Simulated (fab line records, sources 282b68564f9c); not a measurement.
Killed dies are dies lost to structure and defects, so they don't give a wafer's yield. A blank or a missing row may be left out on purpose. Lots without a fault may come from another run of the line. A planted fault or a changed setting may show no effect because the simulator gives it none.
Which tool did it? | flow rit_cmos | 13 lots, 39 wafers sampled, at 2 steps of a route of 202

WHAT THE GAUGES READ, wafer by wafer
RIT_M1_CD_MEAS_09: target cd 2600 nm.
lot  | measured    | on        | cd_nm (nm)
L957 | day 3 10:52 | cd_sem-02 | 2603.1 2602.4 2604.0
L958 | day 3 13:14 | cd_sem-02 | 2598.7 2600.8 2599.3
L959 | day 3 22:28 | cd_sem-01 | 2598.5 2598.8 2599.5
L960 | day 4 01:22 | cd_sem-02 | 2600.8 2602.0 2599.8
L962 | day 4 09:26 | cd_sem-02 | 2598.2 2598.5 2597.2
L964 | day 4 17:54 | cd_sem-01 | 2601.9 2600.2 2602.7
L965 | day 5 02:50 | cd_sem-02 | 2248.6 2248.3 2249.2 2248.6 2248.4 2249.2
L975 | day 7 05:55 | cd_sem-01 | 2596.0 2597.5 2598.8
L976 | day 7 07:58 | cd_sem-02 | 2603.3 2604.4 2606.0
L977 | day 7 15:30 | cd_sem-02 | 2601.1 2600.8 2597.0
L978 | day 7 17:08 | cd_sem-01 | 2600.6 2599.0 2597.7
L979 | day 8 03:18 | cd_sem-02 | 2603.0 2604.3 2601.2
L980 | day 8 07:56 | cd_sem-01 | 2597.6 2597.9 2597.6

WHICH TOOL RAN EACH LOT (tool, then ch and the chambers of the sampled wafers, then the start)
lot  | RIT_M1_EXPOSE_06
L957 | iline_stepper-01 ch 0, day 3 10:26
L958 | iline_stepper-01 ch 0, day 3 12:49
L959 | iline_stepper-01 ch 0, day 3 21:57
L960 | iline_stepper-01 ch 0, day 4 00:56
L962 | iline_stepper-01 ch 0, day 4 09:00
L964 | iline_stepper-02 ch 0, day 4 17:28
L965 | iline_stepper-01 ch 0, day 5 02:25
L975 | iline_stepper-02 ch 0, day 7 05:23
L976 | iline_stepper-01 ch 0, day 7 07:32
L977 | iline_stepper-02 ch 0, day 7 15:04
L978 | iline_stepper-01 ch 0, day 7 16:43
L979 | iline_stepper-02 ch 0, day 8 02:52
L980 | iline_stepper-01 ch 0, day 8 07:29
- RIT_M1_EXPOSE_06: exposes mask M12, target cd 2600 nm.

WHAT THE TOOLS THEMSELVES READ (means of the sampled wafers that have a number; where no wafer has one, the mark that the record gives instead)
The record holds no such reading with a usual standard deviation.

THE ANSWER, worked out from the rows above alone
Rule: what is usual is taken from the lots themselves. Put in order of their means at a reading, lots are off if they are a third of the lots or fewer, leave a main group of 4 or more, and stand apart from it by a gap of 3 or more times the standard deviation of the main group's means; of several such gaps the widest counts. A main group whose means are all the same, to the digits that the tables above print for the reading, isn't used. A lot without any number at a reading at which 4 lots or more have one is off too. The other lots that the step has rows for count as sound. The gauges are gone through in route order, then the tools' own readings, and for those a lot's mean is taken as printed above. The first step at which some lot is off is used, and at that step the reading that is off furthest; a lot without a number counts as furthest.
Off: L965, at RIT_M1_CD_MEAS_09 (cd_nm). The main group: mean 2600.3 nm, standard deviation 2.2.
A tool fits if, at a process step before that reading, it ran every lot that is off, and no sound lot after the first of them. The gauges at RIT_M1_CD_MEAS_09 are tried like those tools. None of those tried fits.

WHAT THE SIMULATOR HAD PUT IN
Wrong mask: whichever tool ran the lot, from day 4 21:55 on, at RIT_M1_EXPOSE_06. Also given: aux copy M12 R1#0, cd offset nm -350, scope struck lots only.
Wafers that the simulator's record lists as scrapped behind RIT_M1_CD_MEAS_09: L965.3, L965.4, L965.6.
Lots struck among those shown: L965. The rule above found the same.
